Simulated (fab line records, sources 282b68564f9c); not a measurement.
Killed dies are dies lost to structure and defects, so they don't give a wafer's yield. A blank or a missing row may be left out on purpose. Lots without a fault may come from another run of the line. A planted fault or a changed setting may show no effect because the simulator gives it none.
fab line records | flow rit_cmos
record lots=6 wafers=18 last_day=6
route steps=202 shown ACTIVE@1 FOX1@20 FOX2@23 M1@202
lots that met no fault: from a run of the same line without faults
start_h: hours from the record's first day to the start of the lot's first wafer shown | wait_h: hours since the lot's step before | " the same as in the row above | L1.1+2: a row that stands for several wafers | - no value, or no start given | * or withheld: withheld | < > ~ a bound
route shown NAME@n: a module of which the file shows steps, and the number in the route of the first | usual: mean/standard deviation of fault-free wafers | same: alike in all rows | chamber/n: place in a boat | sites: the reading at each site | _std_site: their standard deviation | _edge_site: outer sites' mean less inner sites' | radius_mm: how far each site lies from the wafer's centre | mask NAME#n: copy n | behind: the tool/chamber that last shaped the wafer | hold: why the lot was held/for how many hours/how that ended | device: the transistor (n, p or np) that didn't switch | end of line: the same wafers' tests at the end of the route | a step without rows: its recipe alone | killed: dies lost to structure and defects at the first sort, not the wafer's yield | map: a wafer's dies, x killed, . not, _ none there
set.NAME: the setting as run; set.NAME@STEP: as run at that earlier step | model.NAME: the simulator's own value behind a step, which no gauge read
lots at some steps of the route; a table a step, a row a wafer
services: from which hour (start_h, from the record's first day; less than 0 if before it) a tool's chamber was out of use, for how many hours, and why
## steps
# step RIT_ACTIVE_BOW_MEAS_00
# recipe mode=bow
# usual INCOMING_BOW=0/6
# columns lot.wafer tool chamber start_h wait_h INCOMING_BOW[um]
L649.2 film_metro-01 - 35.02 - 1
L649.4 " - " " 14
L649.6 " - " " -7
L653.3 film_metro-02 - 55.04 - 9
L653.4 " - " " 10
L653.6 " - " " 6
L657.1 film_metro-03 - 75.00 - -2
L657.4 " - " " -3
L657.6 " - " " 3
L658.1 film_metro-01 - 80.00 - 5
L658.2 " - " " -7
L658.5 " - " " -9
L659.1 film_metro-02 - 85.00 - -6
L659.4 " - " " -6
L659.5 " - " " 6
L660.2 film_metro-03 - 90.02 - -4
L660.3 " - " " -2
L660.6 " - " " -5
# step RIT_ACTIVE_OXIDATION_01
# recipe temp_c=991.7 ambient=O2 target_thk_a=468 ox_time_s=3360
# usual ox_temp_c=991.6/0.41
# columns lot.wafer tool chamber start_h wait_h ox_temp_c model.SiO2_of_ACTIVE_OXIDATION_01.thk_nm
L649.2 furnace-04 0 36.11 1.1 991.3 43.67
L649.4 " 0 " " 991.4 44.03
L649.6 " 0 " " 991.2 43.81
L653.3 furnace-01 0 58.53 3.5 992.3 41.34
L653.4 " 0 " " 992.0 42.28
L653.6 " 0 " " 991.3 41.5
L657.1 furnace-01 0 75.95 0.9 991.9 46.23
L657.4 " 0 " " 991.4 46.77
L657.6 " 0 " " 992.0 46.06
L658.1 furnace-03 0 80.84 0.8 990.6 42.58
L658.2 " 0 " " 991.3 42.18
L658.5 " 0 " " 991.8 42.35
L659.1 furnace-01 0 85.82 0.8 991.4 46.61
L659.4 " 0 " " 991.4 45.68
L659.5 " 0 " " 991.3 46.41
L660.2 furnace-04 0 91.36 1.3 992.8 41.34
L660.3 " 0 " " 992.0 42.49
L660.6 " 0 " " 992.3 41.69
# step RIT_ACTIVE_THK_MEAS_02
# recipe reads=SiO2_of_ACTIVE_OXIDATION_01
# usual ACTIVE_OXIDE_THK=43.1/0.78
# columns lot.wafer tool chamber start_h wait_h ACTIVE_OXIDE_THK[nm]
L649.2 film_metro-01 - 38.05 0.0 43.7
L649.4 " - " " 44.1
L649.6 " - " " 43.9
L653.3 film_metro-03 - 60.48 0.0 41.3
L653.4 " - " " 42.3
L653.6 " - " " 41.5
L657.1 film_metro-02 - 77.88 0.0 46.2
L657.4 " - " " 46.8
L657.6 " - " " 46.0
L658.1 film_metro-01 - 82.77 0.0 42.6
L658.2 " - " " 42.1
L658.5 " - " " 42.3
L659.1 film_metro-01 - 87.75 0.0 46.6
L659.4 " - " " 45.7
L659.5 " - " " 46.4
L660.2 film_metro-02 - 93.31 0.0 41.3
L660.3 " - " " 42.5
L660.6 " - " " 41.7
# step RIT_ACTIVE_CVD_03
# recipe material=Si3N4 target_thk_nm=150 temp_c=810 precursor=SiH2Cl2/NH3 time_s=1500 pressure_mtorr=300 sih2cl2_flow_sccm=60 nh3_flow_sccm=150
# step RIT_ACTIVE_THK_MEAS_04
# recipe reads=Si3N4_of_ACTIVE_CVD_03
# usual ACTIVE_NITRIDE_THK=150.2/1.2
# columns lot.wafer tool chamber start_h wait_h ACTIVE_NITRIDE_THK[nm]
L649.2 film_metro-02 - 39.53 0.0 151.5
L649.4 " - " " 150.6
L649.6 " - " " 151.6
L653.3 film_metro-02 - 62.86 0.0 151.6
L653.4 " - " " 150.9
L653.6 " - " " 151.9
L657.1 film_metro-03 - 80.07 0.0 150.7
L657.4 " - " " 151.7
L657.6 " - " " 152.3
L658.1 film_metro-03 - 85.21 0.0 149.8
L658.2 " - " " 150.0
L658.5 " - " " 149.1
L659.1 film_metro-02 - 89.94 0.0 149.4
L659.4 " - " " 149.3
L659.5 " - " " 150.1
L660.2 film_metro-02 - 95.49 0.0 148.2
L660.3 " - " " 147.6
L660.6 " - " " 149.4
# step RIT_ACTIVE_HMDS_05
# recipe prime_time_s=60 prime_temp_c=140
# step RIT_ACTIVE_COAT_06
# recipe resist=NOVOLAK spin_rpm=3250 resist_thk_nm=1000
# step RIT_ACTIVE_SOFTBAKE_07
# recipe resist=NOVOLAK temp_c=90 time_s=60
# step RIT_ACTIVE_EXPOSE_08
# recipe mask_id=M1 na=0.6 source_shape=conventional sigma_outer=0.6 target_cd_nm=1400 dose_mj=225
# step RIT_ACTIVE_PEB_09
# recipe resist=NOVOLAK temp_c=withheld time_s=withheld
# step RIT_ACTIVE_DEVELOP_10
# recipe resist=NOVOLAK develop_time_s=50 dev_temp_c=23
# step RIT_ACTIVE_CD_MEAS_11
# recipe target_cd_nm=1400
# usual cd_nm=1400.3/2.2
# columns lot.wafer tool chamber start_h wait_h cd_nm
L649.2 cd_sem-02 - 40.45 - 1397.9
L649.4 " - " " 1398.5
L649.6 " - " " 1399.1
L653.3 cd_sem-02 - 63.91 - 1399.3
L653.4 " - " " 1398.0
L653.6 " - " " 1398.0
L657.1 cd_sem-01 - 80.98 - 1402.1
L657.4 " - " " 1400.0
L657.6 " - " " 1400.8
L658.1 cd_sem-02 - 86.12 - 1401.5
L658.2 " - " " 1397.8
L658.5 " - " " 1400.9
L659.1 cd_sem-02 - 91.05 - 1404.9
L659.4 " - " " 1404.9
L659.5 " - " " 1402.0
L660.2 cd_sem-01 - 96.54 - 1400.0
L660.3 " - " " 1401.4
L660.6 " - " " 1401.8
# step RIT_ACTIVE_HARDBAKE_12
# recipe resist=NOVOLAK temp_c=140 time_s=60
# step RIT_ACTIVE_ETCH_13
# recipe stop_on=SiO2 chemistry=SF6 target=Si3N4 time_s=210 over_etch_frac=0.4 SF6_flow_sccm=200 pressure_mtorr=260 rf_w=125 target_depth_a=2100
# usual drypump_motor_current_A=5.7/0.3 oes_product_au=0.818/0.012 throttle_valve_pct=7.48/0.11
# columns lot.wafer tool chamber start_h wait_h drypump_motor_current_A oes_product_au rf_hours_counter_h throttle_valve_pct
L649.2 rie_diel-04 2 40.70 0.1 5.2 0.819 133 7.49
L649.4 " 1 " " 5.2 0.806 50 7.51
L649.6 " 3 " " 5.5 0.815 - 7.51
L653.3 rie_diel-01 1 64.14 0.1 5.8 0.821 147 7.62
L653.4 " 3 " " 5.9 0.831 1 7.45
L653.6 " 3 " " 5.8 0.833 - 7.47
L657.1 rie_diel-02 0 81.25 0.1 5.6 0.845 2 7.46
L657.4 " 3 " " 5.8 0.822 7 7.66
L657.6 " 0 " " 5.6 0.838 - 7.47
L658.1 rie_diel-04 2 86.41 0.1 5.2 0.817 134 7.48
L658.2 " 1 " " 5.2 0.799 51 7.52
L658.5 " 2 " " 5.2 0.810 - 7.48
L659.1 rie_diel-02 2 91.51 0.1 6.1 0.810 130 7.34
L659.4 " 0 " " 5.7 0.835 2 7.46
L659.5 " 0 " " 5.7 0.839 - 7.46
L660.2 rie_diel-04 0 96.79 0.1 6.1 0.804 34 7.56
L660.3 " 2 " " 5.2 0.818 134 7.47
L660.6 " 0 " " 6.1 0.807 - 7.56
# step RIT_ACTIVE_STRIP_14
# recipe chemistry=O2 time_s=180 resist=NOVOLAK platen_temp_c=withheld power_w=500 pressure_mtorr=4145 o2_flow_sccm=4000
# usual drypump_motor_current_A=5.8/0.54
# columns lot.wafer tool chamber start_h wait_h drypump_motor_current_A rf_hours_counter_h
L649.2 plasma_asher-02 0 40.83 0.1 6.0 37
L649.4 " 0 " " 6.0 -
L649.6 " 1 " " 6.1 -
L653.3 plasma_asher-02 0 64.34 0.1 6.1 -
L653.4 " 1 " " 6.1 -
L653.6 " 0 " " 6.1 -
L657.1 plasma_asher-02 0 81.38 0.1 6.0 41
L657.4 " 0 " " 6.0 -
L657.6 " 0 " " 6.0 -
L658.1 plasma_asher-04 0 86.55 0.1 5.1 46
L658.2 " 1 " " 6.2 46
L658.5 " 1 " " 6.2 -
L659.1 plasma_asher-02 0 91.64 0.1 6.1 42
L659.4 " 0 " " 6.1 -
L659.5 " 1 " " 6.1 -
L660.2 plasma_asher-01 0 96.92 0.1 5.0 45
L660.3 " 1 " " 6.4 -
L660.6 " 1 " " 6.4 -
# step RIT_ACTIVE_CD_MEAS_90
# recipe target_cd_nm=1400
# usual cd_nm=1400.3/2.2
# columns lot.wafer tool chamber start_h wait_h cd_nm
L649.2 cd_sem-01 - 41.02 0.1 1397.1
L649.4 " - " " 1398.2
L649.6 " - " " 1398.5
L653.3 cd_sem-02 - 64.49 0.1 1398.9
L653.4 " - " " 1398.0
L653.6 " - " " 1398.2
L657.1 cd_sem-02 - 81.56 0.1 1402.0
L657.4 " - " " 1400.1
L657.6 " - " " 1400.9
L658.1 cd_sem-02 - 86.72 0.1 1401.1
L658.2 " - " " 1397.9
L658.5 " - " " 1400.2
L659.1 cd_sem-02 - 91.82 0.1 1405.0
L659.4 " - " " 1404.8
L659.5 " - " " 1402.2
L660.2 cd_sem-01 - 97.12 0.1 1399.7
L660.3 " - " " 1401.0
L660.6 " - " " 1402.0
# step RIT_ACTIVE_CLEAN_15
# recipe chemistry=SC1 mix=3:3:50 time_s=600 temp_c=75
# step RIT_ACTIVE_CLEAN_16
# recipe chemistry=dHF dilution=50:1 time_s=30
# step RIT_ACTIVE_CLEAN_17
# recipe chemistry=SC2 mix=3:3:50 time_s=600 temp_c=75 dry=n2_spin
# step RIT_FOX1_OXIDATION_00
# recipe temp_c=1100 ambient=H2O target_thk_a=3507 p_h2o_torr=720 ox_time_s=1130
# step RIT_FOX1_THK_MEAS_01
# recipe reads=SiO2_of_FOX1_OXIDATION_00
# usual FOX1_OXIDE_THK=351/7.7
# columns lot.wafer tool chamber start_h wait_h FOX1_OXIDE_THK[nm]
L649.2 film_metro-04 - 45.07 0.0 361
L649.4 " - " " 358
L649.6 " - " " 361
L653.3 film_metro-04 - 67.88 0.0 363
L653.4 " - " " 360
L653.6 " - " " 364
L657.1 film_metro-02 - 83.38 0.0 361
L657.4 " - " " 359
L657.6 " - " " 356
L658.1 film_metro-03 - 90.29 0.0 344
L658.2 " - " " 346
L658.5 " - " " 347
L659.1 film_metro-02 - 94.86 0.0 355
L659.4 " - " " 360
L659.5 " - " " 357
L660.2 film_metro-02 - 98.91 0.0 346
L660.3 " - " " 350
L660.6 " - " " 352
# step RIT_FOX1_WET_ETCH_02
# recipe chemistry=BOE target_depth_nm=350 time_s=390 temp_c=21.5 dry=n2_spin dilution=10:1 target=SiO2
# step RIT_FOX2_OXIDATION_00
# recipe temp_c=1100 ambient=H2O target_thk_a=3507 p_h2o_torr=720 ox_time_s=1130
# step RIT_FOX2_THK_MEAS_01
# recipe reads=SiO2_of_FOX2_OXIDATION_00
# usual FOX2_OXIDE_THK=353/6.1
# columns lot.wafer tool chamber start_h wait_h FOX2_OXIDE_THK[nm]
L649.2 film_metro-03 - 46.60 0.0 362
L649.4 " - " " 354
L649.6 " - " " 357
L653.3 film_metro-01 - 69.67 0.0 344
L653.4 " - " " 350
L653.6 " - " " 345
L657.1 film_metro-01 - 84.88 0.0 357
L657.4 " - " " 353
L657.6 " - " " 360
L658.1 film_metro-03 - 93.83 0.0 350
L658.2 " - " " 348
L658.5 " - " " 349
L659.1 film_metro-04 - 96.95 0.0 357
L659.4 " - " " 357
L659.5 " - " " 352
L660.2 film_metro-04 - 101.89 0.0 354
L660.3 " - " " 352
L660.6 " - " " 355
# step RIT_FOX2_CLEAN_02
# recipe chemistry=dHF dilution=50:1 time_s=180
# step RIT_FOX2_WET_ETCH_03
# recipe chemistry=H3PO4 target=Si3N4 target_depth_nm=195 temp_c=165 time_s=2700
# columns lot.wafer tool chamber start_h wait_h model.SiO2_of_ACTIVE_OXIDATION_01.thk_nm
L649.2 wet_bench-02 2 46.71 0.0 38.25
L649.4 " 2 " " 39.17
L649.6 " 2 " " 38.33
L653.3 wet_bench-04 2 69.77 0.0 36.81
L653.4 " 2 " " 37.65
L653.6 " 2 " " 36.96
L657.1 wet_bench-02 2 85.00 0.0 40.47
L657.4 " 2 " " 41.56
L657.6 " 2 " " 40.32
L658.1 wet_bench-01 2 93.95 0.0 37.21
L658.2 " 2 " " 37.47
L658.5 " 2 " " 37.03
L659.1 wet_bench-02 1 97.07 0.0 41.56
L659.4 " 1 " " 40.14
L659.5 " 1 " " 40.82
L660.2 wet_bench-02 0 102.00 0.0 36.73
L660.3 " 0 " " 37.19
L660.6 " 0 " " 37.06
# step RIT_FOX2_THK_MEAS_90
# recipe reads=SiO2_of_FOX2_OXIDATION_00
# usual FIELD_OXIDE_LEFT_1_THK=326/6.2
# columns lot.wafer tool chamber start_h wait_h FIELD_OXIDE_LEFT_1_THK[nm]
L649.2 film_metro-04 - 47.47 0.0 335
L649.4 " - " " 327
L649.6 " - " " 330
L653.3 film_metro-03 - 70.54 0.0 317
L653.4 " - " " 323
L653.6 " - " " 317
L657.1 film_metro-04 - 85.75 0.0 330
L657.4 " - " " 326
L657.6 " - " " 332
L658.1 film_metro-03 - 94.71 0.0 322
L658.2 " - " " 321
L658.5 " - " " 322
L659.1 film_metro-04 - 97.83 0.0 330
L659.4 " - " " 330
L659.5 " - " " 325
L660.2 film_metro-04 - 102.84 0.0 327
L660.3 " - " " 326
L660.6 " - " " 328
# step RIT_M1_PROBE_99
# usual killed_at_front_end=7/3.1 killed_dies=7/3.1 killed_open=3.6/2.2 killed_short=3.4/2.1
# same gross_dies=264 killed_at_M0_to_M3=0 killed_at_M4_up=0 killed_at_back_side=0 killed_at_contacts=0 killed_at_other=0
# columns lot.wafer tool chamber start_h wait_h killed_at_front_end killed_dies killed_open killed_short
L660.2 prober-01 - 151.87 0.1 8 8 5 3
L660.3 prober-01 - 151.92 0.2 9 9 3 6
L660.6 prober-01 - 152.07 0.2 4 4 2 2
# killed by level:class
L660.2 FOX1:geometric_particle:open=3 GATE:geometric_particle:short=2 FOX2:geometric_particle:short=1 GATE:geometric_particle:open=1 SPACER:geometric_particle:open=1
L660.3 SPACER:geometric_particle:short=3 SILICIDE:geometric_particle:open=2 FOX1:geometric_particle:open=1 FOX1:geometric_particle:short=1 REOX:geometric_particle:short=1 SILICIDE:geometric_particle:short=1
L660.6 GATE:geometric_particle:short=1 GATE:geometric_particle:open=1 SILICIDE:geometric_particle:short=1 SILICIDE:geometric_particle:open=1
## services
# columns tool chamber start_h hours kind
rie_diel-04 0 21.92 3.9 repair
rie_diel-01 - 33.21 2.8 pm
plasma_asher-02 - 34.74 1.7 repair
rie_diel-01 2 37.48 6.7 repair
plasma_asher-01 - 38.09 5.4 repair
rie_diel-04 3 60.48 3.4 repair
rie_diel-01 0 64.56 14.7 repair
plasma_asher-02 - 68.80 1.6 repair
furnace-04 - 97.41 6.8 pm
plasma_asher-01 - 100.24 14.6 pm
## key
first_sign step=RIT_ACTIVE_THK_MEAS_02 reading=ACTIVE_OXIDE_THK direction=up sigmas=4.2 usual=43.1 struck=46.3
effect none on later readings
model_effect step=RIT_ACTIVE_OXIDATION_01 value=SiO2_of_ACTIVE_OXIDATION_01.thk_nm without=42.75 struck=46.29
model_effect step=RIT_FOX2_WET_ETCH_03 value=SiO2_of_ACTIVE_OXIDATION_01.thk_nm without=37.66 struck=40.81
met_at RIT_ACTIVE_OXIDATION_01
struck_wafers L657.1,L657.4,L657.6,L659.1,L659.4,L659.5
tester_left_out L657,L659
onset_between 58.53 75.95
fault kind=process_parameter_drift tool=furnace-01 chamber=- onset_h=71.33 steps=RIT_ACTIVE_OXIDATION_01 channel=ox_time_s offset=* shape=step end_h=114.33 acts_in=* stated=*
# tester_left_out: of these lots the tester's yield and bins aren't shown, on N5 and GAA mostly nor the transistor test; their killed dies are dies lost to structure and defects alone, not to doping, threshold or leakage, so they don't give the yield
